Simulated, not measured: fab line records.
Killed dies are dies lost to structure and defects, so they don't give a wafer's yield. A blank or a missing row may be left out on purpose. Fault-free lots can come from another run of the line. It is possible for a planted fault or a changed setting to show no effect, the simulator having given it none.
What tool caused it?    flow ritCmos    45 wafers from 15 lots sampled at 2 of the route's 202 steps

WHAT THE GAUGES READ, wafer by wafer
The record lacks any reading of a measuring or inspecting step that a usual standard deviation could be used to judge.

EACH LOT AND THE TOOL THAT RAN IT (in order: tool; ch and the chambers of the sampled wafers; start)
lot   RIT_CONTACT_CLEAN_13           RIT_M1_PROBE_99
L170  wetBench-03 ch 1, day 3 11:01  -
L172  wetBench-03 ch 0, day 3 21:32  -
L173  wetBench-04 ch 0, day 3 23:38  -
L174  wetBench-04 ch 0, day 4 05:37  -
L175  wetBench-04 ch 0, day 4 10:12  prober-02, day 4 14:35
L176  wetBench-03 ch 3, day 4 14:43  prober-01, day 4 19:10
L178  wetBench-03 ch 2, day 5 03:51  -
L179  wetBench-04 ch 2, day 5 06:55  -
L180  wetBench-04 ch 2, day 5 08:36  -
L182  wetBench-04 ch 1, day 5 18:06  -
L184  wetBench-03 ch 3, day 6 05:24  -
L185  wetBench-04 ch 1, day 6 12:34  -
L187  wetBench-04 ch 3, day 6 22:25  -
L189  wetBench-01 ch 3, day 7 08:25  -
L190  wetBench-01 ch 3, day 7 10:17  -
- RIT_CONTACT_CLEAN_13: cleans in SC1, time 600 s.
- RIT_M1_PROBE_99

AS READ BY THE TOOLS THEMSELVES (means over the sampled wafers that have a number; for cases with no such wafer, the mark the record gives instead)
RIT_CONTACT_CLEAN_13.
lot   tool         runLengthS (s)
L170  wetBench-03  626
L172  wetBench-03  626
L173  wetBench-04  627
L174  wetBench-04  627
L175  wetBench-04  626
L176  wetBench-03  627
L178  wetBench-03  625
L179  wetBench-04  632
L180  wetBench-04  633
L182  wetBench-04  593
L184  wetBench-03  635
L185  wetBench-04  592
L187  wetBench-04  595
L189  wetBench-01  626
L190  wetBench-01  627

RIT_M1_PROBE_99.
lot   tool       killed_at_M0_to_M3  killedAtContacts  killedAtFrontEnd  killedDies  killedOpen  killedShort
L175  prober-02  0.0                 0.0               8.0               8.0         3.0         5.0
L176  prober-01  0.0                 0.0               6.3               6.3         2.7         3.7

THE ANSWER, worked out from the rows above alone
Rule: what is usual is taken from the lots themselves. Put in order of their means at a reading, lots are off if they are a third of the lots or fewer, leave a main group of 4 or more, and stand apart from it by a gap of 3 or more times the standard deviation of the main group's means; of several such gaps the widest counts. The tables above print the reading to a certain number of digits; a main group whose means all agree to those digits is not used. Also off: a lot with no number at a reading for which 4 or more lots have one. Any other lot the step has rows for is counted as sound. First the gauges in route order, then the tools' own readings, where a lot's mean is used as printed above. The first step at which some lot is off is used, and at that step the reading that is off furthest; a lot without a number counts as furthest.
Off: L182, L185, L187, at RIT_CONTACT_CLEAN_13 (runLengthS). The main group has a mean of 628 s with a standard deviation of 3.1.
If a tool, at that step or one of the process steps before it, ran each lot that is off and ran no sound lot following the first of them, it fits. One fits: wetBench-04 at RIT_CONTACT_CLEAN_13. A fault onset in the window from L180 (day 5 08:36, its last sound lot) to L182 (day 5 18:06, its first lot off) fits.
The tool's own readings at RIT_CONTACT_CLEAN_13 bear it out: on the lots that are off they differ by more than 5 times the standard deviation of the sound lots' means. runLengthS reads 593 s there against 628 s on the sound lots.

WHAT THE SIMULATOR HAD PUT IN
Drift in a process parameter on wetBench-04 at RIT_CONTACT_CLEAN_13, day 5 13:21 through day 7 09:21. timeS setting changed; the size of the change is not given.
Shown lots that were struck: L182, L185, L187. The rule above found the same.
